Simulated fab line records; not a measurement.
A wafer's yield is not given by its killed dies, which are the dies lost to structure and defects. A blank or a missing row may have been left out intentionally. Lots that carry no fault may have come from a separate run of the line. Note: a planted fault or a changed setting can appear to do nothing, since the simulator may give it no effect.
fab line records / flow rit_cmos
[record] lots = 13 wafers = 39 last_day = 6
route steps=202 shown M1@196
lots that met no fault: from a run of the same line without faults
start_h: start of the lot's first displayed wafer, in hours after the record's first day / wait_h: hours since the lot's step before / " identical to the entry in the row above / L1.1+2: a row that stands for several wafers / - no value, or no start given / * or withheld: withheld / < > ~ a bound
route shown NAME@n: a module of which the file shows steps, and the number in the route of the first / usual: average and standard deviation across the fault-free wafers / same: alike in all rows / chamber/n: place in a boat / sites: each site's reading / _std_site: the standard deviation of these / _edge_site: inner sites' mean taken away from outer sites' mean / radius_mm: how far each site lies from the wafer's centre / mask NAME#n: copy n / behind: the last tool/chamber to shape the wafer / hold: the reason the lot was held/the length of the hold in hours/how it ended / device: whichever transistor did not switch (one of n, p or np) / end of line: the route-end tests of the same wafers / step lacking rows: just its recipe / killed: dies that structure and defects cost at the first sort, which is not the same as the wafer's yield / map: a wafer's dies, marking killed ones x, the rest . and places with no die _
set.NAME: setting as actually run; set.NAME@STEP: the setting as run at that earlier step / model.NAME: the simulator's own value behind a step, which no gauge read
one table for each step of the route and one row for each wafer, over a sample of lots
services: from which hour (start_h, from the record's first day; less than 0 if before it) a tool's chamber was out of use, for how many hours, and why
[[steps]]
[step RIT_M1_METAL_ETCH_12]
[recipe] stop_on = SiO2 chemistry = Cl2/BCl3 target = Al time_s = 165 over_etch_frac = 0.5 pressure_mtorr = 100 target_depth_a = 6000 rf_w = 250 Cl2_flow_sccm = 60 bcl3_flow_sccm = 50
[usual] chamber_pressure_mTorr = 99.99/0.082 drypump_motor_current_A = 6.30/0.24 oes_product_au = 0.769/0.01 throttle_valve_pct = 8.25/0.094
lot.wafer=L200.1 tool=rie_metal-03 chamber=0 start_h=56.61 wait_h=0.2 chamber_pressure_mTorr=99.92 drypump_motor_current_A=6.18 oes_product_au=0.758 rf_hours_counter_h=4 throttle_valve_pct=8.13
lot.wafer=L200.4 tool=rie_metal-03 chamber=0 start_h=56.61 wait_h=0.2 chamber_pressure_mTorr=100.03 drypump_motor_current_A=6.18 oes_product_au=0.762 rf_hours_counter_h=- throttle_valve_pct=8.12
lot.wafer=L200.5 tool=rie_metal-03 chamber=1 start_h=56.61 wait_h=0.2 chamber_pressure_mTorr=99.82 drypump_motor_current_A=6.02 oes_product_au=0.773 rf_hours_counter_h=- throttle_valve_pct=8.23
lot.wafer=L202.3 tool=rie_metal-02 chamber=0 start_h=66.66 wait_h=0.2 chamber_pressure_mTorr=100.03 drypump_motor_current_A=6.62 oes_product_au=0.773 rf_hours_counter_h=- throttle_valve_pct=8.17
lot.wafer=L202.4 tool=rie_metal-02 chamber=1 start_h=66.66 wait_h=0.2 chamber_pressure_mTorr=99.89 drypump_motor_current_A=6.06 oes_product_au=0.763 rf_hours_counter_h=- throttle_valve_pct=8.27
lot.wafer=L202.6 tool=rie_metal-02 chamber=0 start_h=66.66 wait_h=0.2 chamber_pressure_mTorr=100.02 drypump_motor_current_A=6.60 oes_product_au=0.777 rf_hours_counter_h=- throttle_valve_pct=8.15
lot.wafer=L205.1 tool=rie_metal-02 chamber=1 start_h=80.40 wait_h=0.2 chamber_pressure_mTorr=99.99 drypump_motor_current_A=6.05 oes_product_au=0.782 rf_hours_counter_h=37 throttle_valve_pct=8.28
lot.wafer=L205.2 tool=rie_metal-02 chamber=0 start_h=80.40 wait_h=0.2 chamber_pressure_mTorr=100.08 drypump_motor_current_A=6.61 oes_product_au=0.780 rf_hours_counter_h=38 throttle_valve_pct=8.16
lot.wafer=L205.5 tool=rie_metal-02 chamber=0 start_h=80.40 wait_h=0.2 chamber_pressure_mTorr=100.06 drypump_motor_current_A=6.61 oes_product_au=0.785 rf_hours_counter_h=- throttle_valve_pct=8.16
lot.wafer=L206.3 tool=rie_metal-01 chamber=1 start_h=87.25 wait_h=0.2 chamber_pressure_mTorr=99.94 drypump_motor_current_A=6.34 oes_product_au=0.761 rf_hours_counter_h=- throttle_valve_pct=8.36
lot.wafer=L206.5 tool=rie_metal-01 chamber=0 start_h=87.25 wait_h=0.2 chamber_pressure_mTorr=100.07 drypump_motor_current_A=6.62 oes_product_au=0.773 rf_hours_counter_h=- throttle_valve_pct=8.36
lot.wafer=L206.6 tool=rie_metal-01 chamber=1 start_h=87.25 wait_h=0.2 chamber_pressure_mTorr=99.95 drypump_motor_current_A=6.35 oes_product_au=0.774 rf_hours_counter_h=- throttle_valve_pct=8.36
lot.wafer=L207.2 tool=rie_metal-03 chamber=1 start_h=96.52 wait_h=0.2 chamber_pressure_mTorr=99.97 drypump_motor_current_A=6.01 oes_product_au=0.779 rf_hours_counter_h=- throttle_valve_pct=8.21
lot.wafer=L207.3 tool=rie_metal-03 chamber=1 start_h=96.52 wait_h=0.2 chamber_pressure_mTorr=100.01 drypump_motor_current_A=6.02 oes_product_au=0.779 rf_hours_counter_h=- throttle_valve_pct=8.21
lot.wafer=L207.6 tool=rie_metal-03 chamber=1 start_h=96.52 wait_h=0.2 chamber_pressure_mTorr=100.05 drypump_motor_current_A=6.02 oes_product_au=0.774 rf_hours_counter_h=- throttle_valve_pct=8.21
lot.wafer=L208.2 tool=rie_metal-02 chamber=0 start_h=99.53 wait_h=0.2 chamber_pressure_mTorr=99.89 drypump_motor_current_A=6.61 oes_product_au=0.770 rf_hours_counter_h=38 throttle_valve_pct=8.14
lot.wafer=L208.3 tool=rie_metal-02 chamber=0 start_h=99.53 wait_h=0.2 chamber_pressure_mTorr=99.90 drypump_motor_current_A=6.58 oes_product_au=0.781 rf_hours_counter_h=- throttle_valve_pct=8.16
lot.wafer=L208.6 tool=rie_metal-02 chamber=0 start_h=99.53 wait_h=0.2 chamber_pressure_mTorr=99.96 drypump_motor_current_A=6.60 oes_product_au=0.783 rf_hours_counter_h=- throttle_valve_pct=8.14
lot.wafer=L209.1 tool=rie_metal-01 chamber=0 start_h=104.61 wait_h=0.2 chamber_pressure_mTorr=100.23 drypump_motor_current_A=6.63 oes_product_au=0.777 rf_hours_counter_h=1 throttle_valve_pct=8.34
lot.wafer=L209.2 tool=rie_metal-01 chamber=1 start_h=104.61 wait_h=0.2 chamber_pressure_mTorr=99.91 drypump_motor_current_A=6.34 oes_product_au=0.769 rf_hours_counter_h=1 throttle_valve_pct=8.36
lot.wafer=L209.4 tool=rie_metal-01 chamber=0 start_h=104.61 wait_h=0.2 chamber_pressure_mTorr=100.00 drypump_motor_current_A=6.62 oes_product_au=0.792 rf_hours_counter_h=- throttle_valve_pct=8.35
lot.wafer=L210.1 tool=rie_metal-03 chamber=1 start_h=107.56 wait_h=0.2 chamber_pressure_mTorr=100.08 drypump_motor_current_A=6.04 oes_product_au=0.779 rf_hours_counter_h=5 throttle_valve_pct=8.20
lot.wafer=L210.2 tool=rie_metal-03 chamber=0 start_h=107.56 wait_h=0.2 chamber_pressure_mTorr=99.95 drypump_motor_current_A=6.22 oes_product_au=0.753 rf_hours_counter_h=4 throttle_valve_pct=8.12
lot.wafer=L210.3 tool=rie_metal-03 chamber=1 start_h=107.56 wait_h=0.2 chamber_pressure_mTorr=99.90 drypump_motor_current_A=6.03 oes_product_au=0.773 rf_hours_counter_h=- throttle_valve_pct=8.21
lot.wafer=L211.2 tool=rie_metal-02 chamber=1 start_h=112.89 wait_h=0.2 chamber_pressure_mTorr=100.00 drypump_motor_current_A=6.06 oes_product_au=0.774 rf_hours_counter_h=37 throttle_valve_pct=8.28
lot.wafer=L211.3 tool=rie_metal-02 chamber=1 start_h=112.89 wait_h=0.2 chamber_pressure_mTorr=100.09 drypump_motor_current_A=6.03 oes_product_au=0.773 rf_hours_counter_h=- throttle_valve_pct=8.26
lot.wafer=L211.4 tool=rie_metal-02 chamber=0 start_h=112.89 wait_h=0.2 chamber_pressure_mTorr=100.06 drypump_motor_current_A=6.63 oes_product_au=0.773 rf_hours_counter_h=- throttle_valve_pct=8.16
lot.wafer=L212.2 tool=rie_metal-01 chamber=0 start_h=115.66 wait_h=0.2 chamber_pressure_mTorr=100.02 drypump_motor_current_A=6.63 oes_product_au=0.756 rf_hours_counter_h=1 throttle_valve_pct=8.37
lot.wafer=L212.4 tool=rie_metal-01 chamber=1 start_h=115.66 wait_h=0.2 chamber_pressure_mTorr=99.90 drypump_motor_current_A=6.36 oes_product_au=0.755 rf_hours_counter_h=- throttle_valve_pct=8.36
lot.wafer=L212.5 tool=rie_metal-01 chamber=0 start_h=115.66 wait_h=0.2 chamber_pressure_mTorr=99.93 drypump_motor_current_A=6.65 oes_product_au=0.772 rf_hours_counter_h=- throttle_valve_pct=8.36
lot.wafer=L215.2 tool=rie_metal-01 chamber=0 start_h=130.24 wait_h=0.2 chamber_pressure_mTorr=100.13 drypump_motor_current_A=6.59 oes_product_au=0.766 rf_hours_counter_h=1 throttle_valve_pct=8.35
lot.wafer=L215.3 tool=rie_metal-01 chamber=0 start_h=130.24 wait_h=0.2 chamber_pressure_mTorr=99.94 drypump_motor_current_A=6.60 oes_product_au=0.777 rf_hours_counter_h=- throttle_valve_pct=8.35
lot.wafer=L215.5 tool=rie_metal-01 chamber=1 start_h=130.24 wait_h=0.2 chamber_pressure_mTorr=99.96 drypump_motor_current_A=6.32 oes_product_au=0.759 rf_hours_counter_h=- throttle_valve_pct=8.38
lot.wafer=L217.1 tool=rie_metal-01 chamber=0 start_h=140.33 wait_h=0.2 chamber_pressure_mTorr=100.13 drypump_motor_current_A=6.62 oes_product_au=0.780 rf_hours_counter_h=2 throttle_valve_pct=8.35
lot.wafer=L217.5 tool=rie_metal-01 chamber=0 start_h=140.33 wait_h=0.2 chamber_pressure_mTorr=99.88 drypump_motor_current_A=6.61 oes_product_au=0.771 rf_hours_counter_h=- throttle_valve_pct=8.33
lot.wafer=L217.6 tool=rie_metal-01 chamber=1 start_h=140.33 wait_h=0.2 chamber_pressure_mTorr=99.96 drypump_motor_current_A=6.34 oes_product_au=0.763 rf_hours_counter_h=- throttle_valve_pct=8.37
lot.wafer=L218.1 tool=rie_metal-03 chamber=0 start_h=144.39 wait_h=0.2 chamber_pressure_mTorr=100.09 drypump_motor_current_A=6.19 oes_product_au=0.753 rf_hours_counter_h=5 throttle_valve_pct=8.13
lot.wafer=L218.3 tool=rie_metal-03 chamber=1 start_h=144.39 wait_h=0.2 chamber_pressure_mTorr=99.80 drypump_motor_current_A=6.05 oes_product_au=0.771 rf_hours_counter_h=- throttle_valve_pct=8.21
lot.wafer=L218.6 tool=rie_metal-03 chamber=1 start_h=144.39 wait_h=0.2 chamber_pressure_mTorr=100.11 drypump_motor_current_A=6.04 oes_product_au=0.765 rf_hours_counter_h=- throttle_valve_pct=8.20
[step RIT_M1_CD_MEAS_90]
[recipe] target_cd_nm = 2600
[usual] cd_nm = 2599.3/2.8
lot.wafer=L200.1 tool=cd_sem-01 chamber=- start_h=57.13 wait_h=0.1 cd_nm=2599.0
lot.wafer=L200.4 tool=cd_sem-01 chamber=- start_h=57.13 wait_h=0.1 cd_nm=2601.4
lot.wafer=L200.5 tool=cd_sem-01 chamber=- start_h=57.13 wait_h=0.1 cd_nm=2600.8
lot.wafer=L202.3 tool=cd_sem-01 chamber=- start_h=67.16 wait_h=0.1 cd_nm=2602.9
lot.wafer=L202.4 tool=cd_sem-01 chamber=- start_h=67.16 wait_h=0.1 cd_nm=2602.6
lot.wafer=L202.6 tool=cd_sem-01 chamber=- start_h=67.16 wait_h=0.1 cd_nm=2605.4
lot.wafer=L205.1 tool=cd_sem-02 chamber=- start_h=80.91 wait_h=0.1 cd_nm=2599.8
lot.wafer=L205.2 tool=cd_sem-02 chamber=- start_h=80.91 wait_h=0.1 cd_nm=2597.3
lot.wafer=L205.5 tool=cd_sem-02 chamber=- start_h=80.91 wait_h=0.1 cd_nm=2599.2
lot.wafer=L206.3 tool=cd_sem-01 chamber=- start_h=87.74 wait_h=0.1 cd_nm=2596.9
lot.wafer=L206.5 tool=cd_sem-01 chamber=- start_h=87.74 wait_h=0.1 cd_nm=2597.3
lot.wafer=L206.6 tool=cd_sem-01 chamber=- start_h=87.74 wait_h=0.1 cd_nm=2595.0
lot.wafer=L207.2 tool=cd_sem-01 chamber=- start_h=97.18 wait_h=0.1 cd_nm=2600.9
lot.wafer=L207.3 tool=cd_sem-01 chamber=- start_h=97.18 wait_h=0.1 cd_nm=2598.1
lot.wafer=L207.6 tool=cd_sem-01 chamber=- start_h=97.18 wait_h=0.1 cd_nm=2598.7
lot.wafer=L208.2 tool=cd_sem-01 chamber=- start_h=100.07 wait_h=0.1 cd_nm=2597.1
lot.wafer=L208.3 tool=cd_sem-01 chamber=- start_h=100.07 wait_h=0.1 cd_nm=2599.2
lot.wafer=L208.6 tool=cd_sem-01 chamber=- start_h=100.07 wait_h=0.1 cd_nm=2601.6
lot.wafer=L209.1 tool=cd_sem-01 chamber=- start_h=105.12 wait_h=0.1 cd_nm=2602.2
lot.wafer=L209.2 tool=cd_sem-01 chamber=- start_h=105.12 wait_h=0.1 cd_nm=2600.8
lot.wafer=L209.4 tool=cd_sem-01 chamber=- start_h=105.12 wait_h=0.1 cd_nm=2602.1
lot.wafer=L210.1 tool=cd_sem-02 chamber=- start_h=108.07 wait_h=0.1 cd_nm=2597.1
lot.wafer=L210.2 tool=cd_sem-02 chamber=- start_h=108.07 wait_h=0.1 cd_nm=2600.1
lot.wafer=L210.3 tool=cd_sem-02 chamber=- start_h=108.07 wait_h=0.1 cd_nm=2596.2
lot.wafer=L211.2 tool=cd_sem-02 chamber=- start_h=113.48 wait_h=0.1 cd_nm=2598.4
lot.wafer=L211.3 tool=cd_sem-02 chamber=- start_h=113.48 wait_h=0.1 cd_nm=2598.4
lot.wafer=L211.4 tool=cd_sem-02 chamber=- start_h=113.48 wait_h=0.1 cd_nm=2599.1
lot.wafer=L212.2 tool=cd_sem-01 chamber=- start_h=116.19 wait_h=0.1 cd_nm=2598.6
lot.wafer=L212.4 tool=cd_sem-01 chamber=- start_h=116.19 wait_h=0.1 cd_nm=2596.6
lot.wafer=L212.5 tool=cd_sem-01 chamber=- start_h=116.19 wait_h=0.1 cd_nm=2600.9
lot.wafer=L215.2 tool=cd_sem-01 chamber=- start_h=130.77 wait_h=0.1 cd_nm=2600.8
lot.wafer=L215.3 tool=cd_sem-01 chamber=- start_h=130.77 wait_h=0.1 cd_nm=2600.2
lot.wafer=L215.5 tool=cd_sem-01 chamber=- start_h=130.77 wait_h=0.1 cd_nm=2598.9
lot.wafer=L217.1 tool=cd_sem-01 chamber=- start_h=140.90 wait_h=0.1 cd_nm=2595.6
lot.wafer=L217.5 tool=cd_sem-01 chamber=- start_h=140.90 wait_h=0.1 cd_nm=2598.8
lot.wafer=L217.6 tool=cd_sem-01 chamber=- start_h=140.90 wait_h=0.1 cd_nm=2595.0
lot.wafer=L218.1 tool=cd_sem-02 chamber=- start_h=144.90 wait_h=0.1 cd_nm=2600.1
lot.wafer=L218.3 tool=cd_sem-02 chamber=- start_h=144.90 wait_h=0.1 cd_nm=2605.5
lot.wafer=L218.6 tool=cd_sem-02 chamber=- start_h=144.90 wait_h=0.1 cd_nm=2609.7
[step RIT_M1_PROBE_99]
[usual] defect_limited_yield = 97.4/1.1 killed_at_M0_to_M3 = 0.0/0.14 killed_at_contacts = 0.0/0.22 killed_at_front_end = 6.9/3 killed_dies = 6.9/3 killed_open = 3.5/2 killed_short = 3.4/2.1
[same] gross_dies = 264 killed_at_M4_up = 0 killed_at_back_side = 0 killed_at_other = 0
lot.wafer=L202.3 tool=prober-01 chamber=- start_h=69.73 wait_h=0.2 defect_limited_yield[%]=96.6 killed_at_M0_to_M3=0 killed_at_contacts=0 killed_at_front_end=9 killed_dies=9 killed_open=4 killed_short=5
lot.wafer=L202.4 tool=prober-01 chamber=- start_h=69.78 wait_h=0.2 defect_limited_yield[%]=97.3 killed_at_M0_to_M3=0 killed_at_contacts=0 killed_at_front_end=7 killed_dies=7 killed_open=2 killed_short=5
lot.wafer=L202.6 tool=prober-01 chamber=- start_h=69.88 wait_h=0.2 defect_limited_yield[%]=97.0 killed_at_M0_to_M3=0 killed_at_contacts=1 killed_at_front_end=7 killed_dies=8 killed_open=3 killed_short=5
lot.wafer=L205.1 tool=prober-02 chamber=- start_h=82.84 wait_h=0.1 defect_limited_yield[%]=96.6 killed_at_M0_to_M3=0 killed_at_contacts=0 killed_at_front_end=9 killed_dies=9 killed_open=3 killed_short=6
lot.wafer=L205.2 tool=prober-02 chamber=- start_h=82.89 wait_h=0.1 defect_limited_yield[%]=97.7 killed_at_M0_to_M3=0 killed_at_contacts=0 killed_at_front_end=6 killed_dies=6 killed_open=3 killed_short=3
lot.wafer=L205.5 tool=prober-02 chamber=- start_h=83.04 wait_h=0.2 defect_limited_yield[%]=98.1 killed_at_M0_to_M3=0 killed_at_contacts=0 killed_at_front_end=5 killed_dies=5 killed_open=2 killed_short=3
lot.wafer=L206.3 tool=prober-01 chamber=- start_h=89.54 wait_h=0.2 defect_limited_yield[%]=97.3 killed_at_M0_to_M3=0 killed_at_contacts=0 killed_at_front_end=7 killed_dies=7 killed_open=4 killed_short=3
lot.wafer=L206.5 tool=prober-01 chamber=- start_h=89.64 wait_h=0.2 defect_limited_yield[%]=99.6 killed_at_M0_to_M3=0 killed_at_contacts=0 killed_at_front_end=1 killed_dies=1 killed_open=0 killed_short=1
lot.wafer=L206.6 tool=prober-01 chamber=- start_h=89.69 wait_h=0.2 defect_limited_yield[%]=98.1 killed_at_M0_to_M3=0 killed_at_contacts=0 killed_at_front_end=5 killed_dies=5 killed_open=2 killed_short=3
lot.wafer=L207.2 tool=prober-02 chamber=- start_h=99.92 wait_h=0.1 defect_limited_yield[%]=94.7 killed_at_M0_to_M3=0 killed_at_contacts=0 killed_at_front_end=14 killed_dies=14 killed_open=8 killed_short=6
lot.wafer=L207.3 tool=prober-02 chamber=- start_h=99.97 wait_h=0.2 defect_limited_yield[%]=97.0 killed_at_M0_to_M3=0 killed_at_contacts=0 killed_at_front_end=8 killed_dies=8 killed_open=3 killed_short=5
lot.wafer=L207.6 tool=prober-02 chamber=- start_h=100.12 wait_h=0.2 defect_limited_yield[%]=96.6 killed_at_M0_to_M3=1 killed_at_contacts=0 killed_at_front_end=8 killed_dies=9 killed_open=0 killed_short=9
lot.wafer=L208.2 tool=prober-01 chamber=- start_h=101.84 wait_h=0.1 defect_limited_yield[%]=97.0 killed_at_M0_to_M3=0 killed_at_contacts=0 killed_at_front_end=8 killed_dies=8 killed_open=4 killed_short=4
lot.wafer=L208.3 tool=prober-01 chamber=- start_h=101.89 wait_h=0.2 defect_limited_yield[%]=98.5 killed_at_M0_to_M3=0 killed_at_contacts=0 killed_at_front_end=4 killed_dies=4 killed_open=3 killed_short=1
lot.wafer=L208.6 tool=prober-01 chamber=- start_h=102.04 wait_h=0.2 defect_limited_yield[%]=99.2 killed_at_M0_to_M3=0 killed_at_contacts=0 killed_at_front_end=2 killed_dies=2 killed_open=1 killed_short=1
lot.wafer=L209.1 tool=prober-02 chamber=- start_h=106.86 wait_h=0.1 defect_limited_yield[%]=98.5 killed_at_M0_to_M3=0 killed_at_contacts=0 killed_at_front_end=4 killed_dies=4 killed_open=3 killed_short=1
lot.wafer=L209.2 tool=prober-02 chamber=- start_h=106.91 wait_h=0.1 defect_limited_yield[%]=97.7 killed_at_M0_to_M3=0 killed_at_contacts=1 killed_at_front_end=5 killed_dies=6 killed_open=2 killed_short=4
lot.wafer=L209.4 tool=prober-02 chamber=- start_h=107.01 wait_h=0.2 defect_limited_yield[%]=97.7 killed_at_M0_to_M3=0 killed_at_contacts=0 killed_at_front_end=6 killed_dies=6 killed_open=3 killed_short=3
lot.wafer=L210.1 tool=prober-01 chamber=- start_h=110.48 wait_h=0.1 defect_limited_yield[%]=97.3 killed_at_M0_to_M3=0 killed_at_contacts=0 killed_at_front_end=7 killed_dies=7 killed_open=1 killed_short=6
lot.wafer=L210.2 tool=prober-01 chamber=- start_h=110.53 wait_h=0.1 defect_limited_yield[%]=95.8 killed_at_M0_to_M3=0 killed_at_contacts=0 killed_at_front_end=11 killed_dies=11 killed_open=2 killed_short=9
lot.wafer=L210.3 tool=prober-01 chamber=- start_h=110.58 wait_h=0.2 defect_limited_yield[%]=97.3 killed_at_M0_to_M3=0 killed_at_contacts=0 killed_at_front_end=7 killed_dies=7 killed_open=3 killed_short=4
// killed by level:class
L202.3 GATE:geometric_particle:open=3 FOX1:geometric_particle:short=2 GATE:geometric_particle:short=1 REOX:geometric_particle:short=1 SPACER:geometric_particle:open=1 SILICIDE:geometric_particle:short=1
L202.4 GATE:geometric_particle:short=2 SPACER:geometric_particle:short=2 FOX1:geometric_particle:short=1 FOX2:geometric_particle:open=1 SPACER:geometric_particle:open=1
L202.6 GATE:geometric_particle:short=2 GATE:geometric_particle:open=2 FOX1:geometric_particle:short=1 FOX2:geometric_particle:short=1 SPACER:geometric_particle:short=1 CONTACT:geometric_particle:open=1
L205.1 REOX:geometric_particle:short=3 GATE:geometric_particle:short=2 FOX1:geometric_particle:open=1 GATE:geometric_particle:open=1 SILICIDE:geometric_particle:open=1 SILICIDE:geometric_particle:short=1
L205.2 GATE:geometric_particle:short=3 GATE:geometric_particle:open=3
L205.5 SPACER:geometric_particle:short=3 GATE:geometric_particle:open=1 SILICIDE:geometric_particle:open=1
L206.3 REOX:geometric_particle:open=3 FOX2:geometric_particle:open=1 FOX2:geometric_particle:short=1 GATE:geometric_particle:short=1 SPACER:geometric_particle:short=1
L206.5 GATE:geometric_particle:short=1
L206.6 FOX1:geometric_particle:short=1 FOX2:geometric_particle:short=1 GATE:geometric_particle:short=1 GATE:geometric_particle:open=1 REOX:geometric_particle:open=1
L207.2 GATE:geometric_particle:open=4 GATE:geometric_particle:short=3 FOX1:geometric_particle:open=2 SPACER:geometric_particle:open=2 FOX2:geometric_particle:short=1 SPACER:geometric_particle:short=1 SILICIDE:geometric_particle:short=1
L207.3 SPACER:geometric_particle:short=4 GATE:geometric_particle:open=2 GATE:geometric_particle:short=1 SPACER:geometric_particle:open=1
L207.6 GATE:geometric_particle:short=3 FOX1:geometric_particle:short=2 FOX2:geometric_particle:short=2 SPACER:geometric_particle:short=1 M1:geometric_particle:short=1
L208.2 GATE:geometric_particle:open=4 GATE:geometric_particle:short=2 FOX1:geometric_particle:short=1 SILICIDE:geometric_particle:short=1
L208.3 FOX2:geometric_particle:short=1 GATE:geometric_particle:open=1 SPACER:geometric_particle:open=1 SILICIDE:geometric_particle:open=1
L208.6 FOX2:geometric_particle:short=1 GATE:geometric_particle:open=1
L209.1 GATE:geometric_particle:open=2 GATE:geometric_particle:short=1 SPACER:geometric_particle:open=1
L209.2 GATE:geometric_particle:open=2 FOX1:geometric_particle:short=1 REOX:geometric_particle:short=1 SILICIDE:geometric_particle:short=1 CONTACT:geometric_particle:short=1
L209.4 FOX1:geometric_particle:short=1 GATE:geometric_particle:short=1 GATE:geometric_particle:open=1 REOX:geometric_particle:open=1 SPACER:geometric_particle:short=1 SILICIDE:geometric_particle:open=1
L210.1 GATE:geometric_particle:short=4 REOX:geometric_particle:short=2 FOX2:geometric_particle:open=1
L210.2 REOX:geometric_particle:short=4 FOX1:geometric_particle:short=2 GATE:geometric_particle:open=2 GATE:geometric_particle:short=2 SILICIDE:geometric_particle:short=1
L210.3 GATE:geometric_particle:short=2 SPACER:geometric_particle:short=2 FOX1:geometric_particle:open=1 GATE:geometric_particle:open=1 REOX:geometric_particle:open=1
[[services]]
tool=rie_metal-03 chamber=0 start_h=40.45 hours=1.5 kind=repair
tool=rie_metal-02 chamber=0 start_h=52.67 hours=13.4 kind=repair
tool=rie_metal-03 chamber=- start_h=68.85 hours=1.4 kind=pm
tool=rie_metal-03 chamber=0 start_h=87.60 hours=15.7 kind=repair
tool=rie_metal-01 chamber=1 start_h=91.55 hours=7.0 kind=repair
tool=rie_metal-02 chamber=- start_h=136.12 hours=20.0 kind=pm
tool=rie_metal-02 chamber=0 start_h=136.12 hours=20.0 kind=vent_cycle
tool=rie_metal-02 chamber=1 start_h=136.12 hours=20.0 kind=vent_cycle
[[key]]
[first_sign] step = RIT_M1_CD_MEAS_90 reading = cd_nm direction = up sigmas = 3 usual = 2599.3 struck = 2607.6
effect none on later readings
met_at RIT_M1_METAL_ETCH_12
struck_lots L218
struck_wafers L218.3,L218.6
onset_between 107.56 144.39
[fault] kind = process_parameter_drift tool = rie_metal-03 chamber = 1 onset_h = 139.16 steps = RIT_M1_METAL_ETCH_12 channel = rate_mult offset = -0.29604 shape = step end_h = 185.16
